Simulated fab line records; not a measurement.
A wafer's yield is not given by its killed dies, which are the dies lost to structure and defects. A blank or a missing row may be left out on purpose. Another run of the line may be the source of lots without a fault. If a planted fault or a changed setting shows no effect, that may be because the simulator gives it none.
Problem report, 8D (eight disciplines) form, completed by code || flow rit-cmos || the parts of the form that need people (team, actions taken, sign-off) are left out

1. THE PROBLEM
Across 6 wafers from 2 lots, PSD_TW at RIT_PSD_TW_MEAS_10 averages 3633, while fault-free wafers read 3437 with a standard deviation of 20. Relative to the usual mean, that is a shift of +9.8 standard deviations.
First seen on wafer L520.1, day 5 03:34, on film-metro-03. The record has a number at this step for 42 wafers belonging to 14 lots. Rule for "out", or "out of limits": more than 4 standard deviations from the usual mean. All remaining wafers that have a number are taken as sound.

2. WHAT IT IS, WHAT IT ISN'T
{"question": "which readings at this step", "is": "PSD_TW", "is not": "-"}
{"question": "which lots", "is": "L520, L521", "is not": "L510, L511, L512, L513, L517, L518, L519, L527, L530, L531, L532, L533"}
{"question": "which wafers of those lots", "is": "all that have a number", "is not": "-"}
{"question": "read on which gauges", "is": "film-metro-01, film-metro-03", "is not": "film-metro-02"}
{"question": "when", "is": "from day 5 03:34", "is not": "up to then (21 sound wafers); but 15 sound wafers of L527, L530, L531, L532, L533 came after"}

3. SUSPECTS, AND WHAT RULES EACH OUT
Counting: any tool at a process step up to the reading is kept as a suspect provided that every lot that is out went through it and no sound lot did after the first of them.
- the gauge at RIT_PSD_TW_MEAS_10: ruled out. Those wafers that are out were read across 2 gauges (film-metro-01, film-metro-03).
- litho-track-03 at RIT_NSD_COAT_01 (resist thk 1000 nm): ruled out as a lasting fault. After its first lot that is out, L520 (day 5 00:49), sound lots L531, L532 ran on it.
Left after counting: nothing in the record.

4. THE CAUSE (what the simulator had put in)
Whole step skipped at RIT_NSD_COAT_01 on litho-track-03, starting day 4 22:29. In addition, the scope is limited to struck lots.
Counting ruled it out, wrongly: the rule takes a fault to strike every lot that its tool runs from its start on, and this one did not.

5. SEQUENCE OF EFFECTS, ordered by route
Rows list readings where the struck wafers' mean (over those with a number) sits beyond 3 standard deviations from the usual. Only readings whose record carries a usual standard deviation are examined. hours: median over the lots of the time between each lot's start at the first step of this table that gives one and its start at this step. sigmas: the change, counted in usual standard deviations.
{"hours": 0, "step": "RIT_PSD_TW_MEAS_10", "reading": "PSD_TW", "usual": 3437, "on struck wafers": 3633, "change": "+196", "sigmas": "+9.8"}
Readings that are blank on the struck wafers while sound wafers have them: chill-plate-temp-C at RIT_NSD_COAT_01; dispense-pressure-kPa at RIT_NSD_COAT_01; NSD_OVL at RIT_NSD_OVL_MEAS_06.

6. HOW IT WOULD HAVE BEEN CAUGHT EARLIER
The first out-of-limits reading at a measuring or inspecting step in this record came at day 5 03:34, 5 hours after the fault's start at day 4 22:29.
Between RIT_NSD_COAT_01 and RIT_PSD_TW_MEAS_10, RIT_NSD_OVL_MEAS_06 gave no NSD_OVL on the struck wafers, where sound wafers have one: a measuring or inspecting step that comes back empty is itself a sign.
At RIT_NSD_COAT_01 the tool's readings are blank on the struck wafers, where sound wafers have them: an empty tool record is the first sign, and it was there at once.
